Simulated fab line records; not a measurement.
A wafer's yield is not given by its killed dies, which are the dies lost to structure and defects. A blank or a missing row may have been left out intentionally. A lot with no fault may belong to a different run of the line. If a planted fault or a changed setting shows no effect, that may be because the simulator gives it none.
Tool commonality check / flow ritCmos / Sampled: 13 lots, 39 wafers

WHY IT WAS OPENED
3 of 13 lots carry a flag on the reading GATE_OXIDE_THK at RIT_GATE_THK_MEAS_07. Wafers without a fault read 3.01 nm, standard deviation 0.067.
Rule: a lot is flagged in two cases, either no wafer of it has a number, or all its wafers with numbers fall more than 4 standard deviations from that mean. The rest of the lots are taken to be sound.

lot=L284; measured=day 2 19:13; on=filmMetro-03; GATE_OXIDE_THK (nm), wafer by wafer=3.01 3.01 2.98; flag=
lot=L285; measured=day 2 20:31; on=filmMetro-03; GATE_OXIDE_THK (nm), wafer by wafer=3.04 3.04 3.02; flag=
lot=L286; measured=day 3 00:13; on=filmMetro-01; GATE_OXIDE_THK (nm), wafer by wafer=2.94 2.96 2.88; flag=
lot=L287; measured=day 3 03:01; on=filmMetro-04; GATE_OXIDE_THK (nm), wafer by wafer=3.09 3.02 3.03; flag=
lot=L288; measured=day 3 06:55; on=filmMetro-03; GATE_OXIDE_THK (nm), wafer by wafer=3.10 2.96 3.06; flag=
lot=L289; measured=day 3 11:53; on=filmMetro-01; GATE_OXIDE_THK (nm), wafer by wafer=2.99 2.96 2.90; flag=
lot=L290; measured=day 3 17:02; on=filmMetro-04; GATE_OXIDE_THK (nm), wafer by wafer=2.93 3.01 2.97; flag=
lot=L291; measured=day 3 20:39; on=filmMetro-04; GATE_OXIDE_THK (nm), wafer by wafer=3.02 3.05 3.03; flag=
lot=L297; measured=day 5 02:19; on=filmMetro-03; GATE_OXIDE_THK (nm), wafer by wafer=6.65 6.65 6.60; flag=FLAGGED
lot=L301; measured=day 5 22:24; on=filmMetro-03; GATE_OXIDE_THK (nm), wafer by wafer=6.72 6.68 6.76; flag=FLAGGED
lot=L302; measured=day 6 03:20; on=filmMetro-03; GATE_OXIDE_THK (nm), wafer by wafer=6.66 6.71 6.82; flag=FLAGGED
lot=L305; measured=day 6 18:38; on=filmMetro-04; GATE_OXIDE_THK (nm), wafer by wafer=2.94 2.96 2.93; flag=
lot=L307; measured=day 7 04:47; on=filmMetro-04; GATE_OXIDE_THK (nm), wafer by wafer=3.19 3.20 3.16; flag=
The mean of the flagged lots' numbers is 6.69 nm, +3.68 nm from the usual (+55 standard deviations).

WHICH TOOL EACH LOT WENT THROUGH
Before the reading, the record contains 0 process steps out of a 202-step route. Every cell lists first the tool, next ch and the chambers used by the sampled wafers, and last the start.
lot=L284 flag=
lot=L285 flag=
lot=L286 flag=
lot=L287 flag=
lot=L288 flag=
lot=L289 flag=
lot=L290 flag=
lot=L291 flag=
lot=L297 flag=FLAGGED
lot=L301 flag=FLAGGED
lot=L302 flag=FLAGGED
lot=L305 flag=
lot=L307 flag=
These steps, and what they do:
- RIT_GATE_THK_MEAS_07

FLAGGED AGAINST TOTAL, ONE TOOL AT A TIME (gauges that did the reading follow at the end)
step=RIT_GATE_THK_MEAS_07; tool=filmMetro-01; lots run=2; flagged=0; share of the flagged lots=none; sound lots run after its first flagged lot=-
step=RIT_GATE_THK_MEAS_07; tool=filmMetro-03; lots run=6; flagged=3; share of the flagged lots=all; sound lots run after its first flagged lot=0
step=RIT_GATE_THK_MEAS_07; tool=filmMetro-04; lots run=5; flagged=0; share of the flagged lots=none; sound lots run after its first flagged lot=-

WHAT IS ALLOWED BY THE TABLE
Rows of the table that ran each flagged lot: 1, that is filmMetro-03 at RIT_GATE_THK_MEAS_07.
- filmMetro-03 at RIT_GATE_THK_MEAS_07: 3 of its 6 lots flagged. Last sound lot L288 at day 3 06:55, first flagged lot L297 at day 5 02:19; a fault beginning in between fits.
What remains is a single tool, filmMetro-03 at RIT_GATE_THK_MEAS_07.

WHAT THE SIMULATOR HAD PUT IN
Metrology matching offset: filmMetro-03, from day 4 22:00 on, at RIT_GATE_THK_MEAS_07. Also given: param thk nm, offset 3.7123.
Shown lots that were struck: L297, L301, L302. The same result came from the rule above.
